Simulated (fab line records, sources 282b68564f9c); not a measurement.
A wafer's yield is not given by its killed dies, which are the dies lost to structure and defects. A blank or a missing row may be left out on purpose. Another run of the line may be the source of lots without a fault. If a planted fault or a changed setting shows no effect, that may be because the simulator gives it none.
fab line records	flow ritCmos
record: lots: 13	wafers: 39	lastDay: 7
route steps=202 shown NLDD@109 CONTACT@176 M1@194
lots untouched by any fault: they come from a run of this same line in which no faults occurred
startH: the number of hours between the record's first day and the start of the first shown wafer of the lot	waitH: time in hours since the lot's previous step	" the same as in the row above	L1.1+2: several wafers, shown together as one row	- value missing, or start not given	* or withheld: withheld	< > ~ a bound
route shown NAME@n: NAME is a module with steps in the file, n the number in the route of the first one	usual: mean/standard deviation taken from wafers without a fault	same: alike in all rows	chamber/n: place in a boat	sites: readings site by site	_std_site: the standard deviation of these	_edge_site: the outer-site mean with the inner-site mean subtracted	radiusMm: how far each site lies from the wafer's centre	mask NAME#n: copy n	behind: tool/chamber where the wafer was last shaped	hold: what put the lot on hold/how long, in hours/how the hold closed	device: transistor that didn't switch, given as n, p or np	end of line: at the end of the route, the tests of the same wafers	step lacking rows: just its recipe	killed: dies that structure and defects cost at the first sort, which is not the same as the wafer's yield	map: a wafer's dies, x killed, . not, _ none there
set.NAME: the run value of the setting; set.NAME@STEP: its run value at that earlier step	model.NAME: the simulator's own value behind a step, which no gauge read
one table for each step of the route and one row for each wafer, over a sample of lots
services: a tool's chamber out of use, with start hour (startH, from the record's first day; less than 0 if before it), hours out, and reason
== steps ==
step: RIT_NLDD_OVL_MEAS_06
usual: NLDD_OVL: -0.8/1.8
lot.wafer	tool	chamber	startH	waitH	NLDD_OVL[nm]
L747.3	overlay-01	-	41.60	-	-0.1
L747.4	"	-	"	"	-0.5
L747.5	"	-	"	"	-1.4
L748.1	overlay-01	-	47.48	-	2.2
L748.5	"	-	"	"	1.6
L748.6	"	-	"	"	0.9
L749.1	overlay-01	-	52.61	-	-2.1
L749.4	"	-	"	"	-2.0
L749.5	"	-	"	"	-1.7
L752.1	overlay-01	-	66.21	-	-1.2
L752.2	"	-	"	"	-2.7
L752.4	"	-	"	"	-1.3
L753.2	overlay-01	-	70.98	-	0.5
L753.3	"	-	"	"	-1.5
L753.6	"	-	"	"	0.0
L755.3	overlay-02	-	81.88	-	-1.0
L755.4	"	-	"	"	-0.1
L755.5	"	-	"	"	-0.9
L756.1	overlay-02	-	90.61	-	-2.0
L756.5	"	-	"	"	-3.5
L756.6	"	-	"	"	-2.0
L757.1	overlay-02	-	91.59	-	-3.1
L757.2	"	-	"	"	-2.8
L757.4	"	-	"	"	-5.5
L764.2	overlay-02	-	126.07	-	-0.8
L764.3	"	-	"	"	0.5
L764.5	"	-	"	"	0.7
L765.2	overlay-01	-	131.43	-	-1.5
L765.3	"	-	"	"	-2.4
L765.6	"	-	"	"	-2.2
L766.1	overlay-02	-	137.53	-	-0.7
L766.4	"	-	"	"	-1.8
L766.6	"	-	"	"	-1.1
L768.1	overlay-01	-	148.23	-	-2.2
L768.5	"	-	"	"	-1.9
L768.6	"	-	"	"	-1.7
L770.4	overlay-02	-	156.80	-	-2.9
L770.5	"	-	"	"	-3.2
L770.6	"	-	"	"	-1.6
step: RIT_CONTACT_CD_MEAS_08
recipe: targetCdNm: 1000
usual: cdNm: 999.8/2.8
lot.wafer	tool	chamber	startH	waitH	cdNm
L747.3	cdSem-01	-	51.66	-	994.1
L747.4	"	-	"	"	992.0
L747.5	"	-	"	"	993.8
L748.1	cdSem-01	-	57.62	-	999.5
L748.5	"	-	"	"	997.9
L748.6	"	-	"	"	997.9
L749.1	cdSem-02	-	63.07	-	999.2
L749.4	"	-	"	"	1000.0
L749.5	"	-	"	"	1001.1
L752.1	cdSem-02	-	76.89	-	1000.2
L752.2	"	-	"	"	999.5
L752.4	"	-	"	"	1000.1
L753.2	cdSem-01	-	81.40	-	1002.3
L753.3	"	-	"	"	1003.4
L753.6	"	-	"	"	1003.6
L755.3	cdSem-02	-	92.16	-	1005.4
L755.4	"	-	"	"	1006.1
L755.5	"	-	"	"	1005.9
L756.1	cdSem-01	-	102.01	-	998.6
L756.5	"	-	"	"	998.3
L756.6	"	-	"	"	997.3
L757.1	cdSem-02	-	102.21	-	998.9
L757.2	"	-	"	"	1001.5
L757.4	"	-	"	"	1000.1
L764.2	cdSem-01	-	136.53	-	999.4
L764.3	"	-	"	"	998.1
L764.5	"	-	"	"	994.5
L765.2	cdSem-01	-	141.61	-	998.6
L765.3	"	-	"	"	998.1
L765.6	"	-	"	"	998.4
L766.1	cdSem-01	-	147.95	-	1002.3
L766.4	"	-	"	"	1003.9
L766.6	"	-	"	"	1001.7
L768.1	cdSem-02	-	158.13	-	998.9
L768.5	"	-	"	"	1000.6
L768.6	"	-	"	"	1001.9
L770.4	cdSem-02	-	167.57	-	1000.0
L770.5	"	-	"	"	999.8
L770.6	"	-	"	"	1000.0
step: RIT_CONTACT_CLEAN_13
recipe: chemistry: SC1	mix: 3:3:50	timeS: 600	tempC: 75
lot.wafer	tool	chamber	startH	waitH
L747.3+4+5	wetBench-02	2	52.42	0.1
L748.1+5+6	wetBench-02	2	58.41	0.1
L749.1+4+5	wetBench-03	2	63.86	0.1
L752.1+2+4	wetBench-03	1	77.68	0.1
L753.2+3+6	wetBench-03	0	82.18	0.1
L755.3+4+5	wetBench-04	0	93.04	0.1
L756.1+5+6	wetBench-04	0	102.80	0.1
L757.1+2+4	wetBench-03	3	103.01	0.1
L764.2+3+5	wetBench-04	1	137.36	0.1
L765.2+3+6	wetBench-04	1	142.39	0.1
L766.1+4+6	wetBench-02	1	148.75	0.1
L768.1+5+6	wetBench-02	0	159.07	0.2
L770.4+5+6	wetBench-04	1	168.31	0.0
step: RIT_M1_OVL_MEAS_10
usual: M1_OVL: 0.0/1.5
lot.wafer	tool	chamber	startH	waitH	M1_OVL[nm]
L747.3	overlay-02	-	54.27	0.1	3.1
L747.4	"	-	"	"	3.2
L747.5	"	-	"	"	2.5
L748.1	overlay-02	-	60.27	0.1	0.4
L748.5	"	-	"	"	-0.5
L748.6	"	-	"	"	-0.2
L749.1	overlay-01	-	65.70	0.1	-1.3
L749.4	"	-	"	"	-1.3
L749.5	"	-	"	"	-1.3
L752.1	overlay-01	-	79.65	0.1	1.6
L752.2	"	-	"	"	1.7
L752.4	"	-	"	"	-0.1
L753.2	overlay-02	-	84.15	0.1	-0.8
L753.3	"	-	"	"	-0.4
L753.6	"	-	"	"	-0.7
L755.3	overlay-01	-	94.88	0.1	0.1
L755.4	"	-	"	"	0.3
L755.5	"	-	"	"	0.2
L756.1	overlay-02	-	105.04	0.1	1.8
L756.5	"	-	"	"	0.4
L756.6	"	-	"	"	1.5
L757.1	overlay-01	-	105.06	0.1	-3.6
L757.2	"	-	"	"	-3.4
L757.4	"	-	"	"	-1.8
L764.2	overlay-02	-	139.44	0.1	1.3
L764.3	"	-	"	"	1.3
L764.5	"	-	"	"	-0.3
L765.2	overlay-01	-	144.24	0.1	-3.1
L765.3	"	-	"	"	-2.1
L765.6	"	-	"	"	-2.2
L766.1	overlay-02	-	150.59	0.1	-0.7
L766.4	"	-	"	"	-1.6
L766.6	"	-	"	"	-2.0
L768.1	overlay-01	-	161.31	0.1	-0.4
L768.5	"	-	"	"	-0.7
L768.6	"	-	"	"	1.0
L770.4	overlay-01	-	170.33	0.1	-0.9
L770.5	"	-	"	"	-0.8
L770.6	"	-	"	"	-2.4
step: RIT_M1_PROBE_99
usual: killed_at_M0_to_M3: 0.0/0.22	killedAtContacts: 0.0/0.18	killedAtFrontEnd: 7/3.1	killedDies: 7/3.1	killedOnRim: 1.6/1.3	killedOpen: 3.2/2.1	killedShort: 3.4/2
same: grossDies: 264	killed_at_M4_up: 0	killedAtBackSide: 0	killedAtOther: 0
lot.wafer	tool	chamber	startH	waitH	killed_at_M0_to_M3	killedAtContacts	killedAtFrontEnd	killedDies	killedOnRim	killedOpen	killedShort
L753.2	prober-02	-	86.90	0.1	0	0	8	8	1	4	4
L753.3	prober-02	-	86.95	0.2	0	0	4	4	1	1	3
L753.6	prober-02	-	87.10	0.2	0	0	2	2	0	1	1
L757.1	prober-02	-	108.67	0.1	0	21	11	32	15	8	3
L757.2	prober-02	-	108.72	0.1	0	22	4	26	11	0	4
L757.4	prober-02	-	108.82	0.2	0	21	12	33	12	6	6
killed by level:class
L753.2 FOX1:geometricParticle:short=1 FOX2:geometricParticle:open=1 FOX2:geometricParticle:short=1 GATE:geometricParticle:short=1 GATE:geometricParticle:open=1 SPACER:geometricParticle:open=1 SILICIDE:geometricParticle:short=1 SILICIDE:geometricParticle:open=1
L753.3 SPACER:geometricParticle:short=2 REOX:geometricParticle:short=1 SPACER:geometricParticle:open=1
L753.6 FOX1:geometricParticle:open=1 SPACER:geometricParticle:short=1
L757.1 CONTACT:unspecified=21 SPACER:geometricParticle:open=3 GATE:geometricParticle:open=2 FOX1:geometricParticle:short=1 FOX1:geometricParticle:open=1 FOX2:geometricParticle:open=1 GATE:geometricParticle:short=1 REOX:geometricParticle:short=1
L757.2 CONTACT:unspecified=22 FOX1:geometricParticle:short=2 SPACER:geometricParticle:short=2
L757.4 CONTACT:unspecified=21 GATE:geometricParticle:open=2 GATE:geometricParticle:short=2 REOX:geometricParticle:short=2 SILICIDE:geometricParticle:open=2 SILICIDE:geometricParticle:short=2 FOX2:geometricParticle:open=1 SPACER:geometricParticle:open=1
== services ==
tool	chamber	startH	hours	kind
wetBench-04	-	31.99	6.5	repair
== key ==
firstSign: step: RIT_M1_PROBE_99	reading: killedAtContacts	direction: up	sigmas: 21	usual: 0.0	struck: 21.3
effect: step: RIT_M1_PROBE_99	reading: killedDies	direction: up	sigmas: 7.6	usual: 7	struck: 30
metAt RIT_CONTACT_CLEAN_13
struckLots L757
struckWafers L757.1,L757.2,L757.4
testerLeftOut L757
notActingAt RIT_NLDD_OVL_MEAS_06,RIT_CONTACT_CD_MEAS_08,RIT_M1_OVL_MEAS_10
fault: kind: chamberParticleSource	tool: wetBench-03	chamber: 3	onsetH: 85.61	steps: RIT_CONTACT_CLEAN_13	ratePerVisitCm2: 1.0025	endH: 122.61
testerLeftOut: of these lots the tester's yield and bins aren't shown, on N5 and GAA mostly nor the transistor test; their killed dies are dies lost to structure and defects alone, not to doping, threshold or leakage, so they don't give the yield
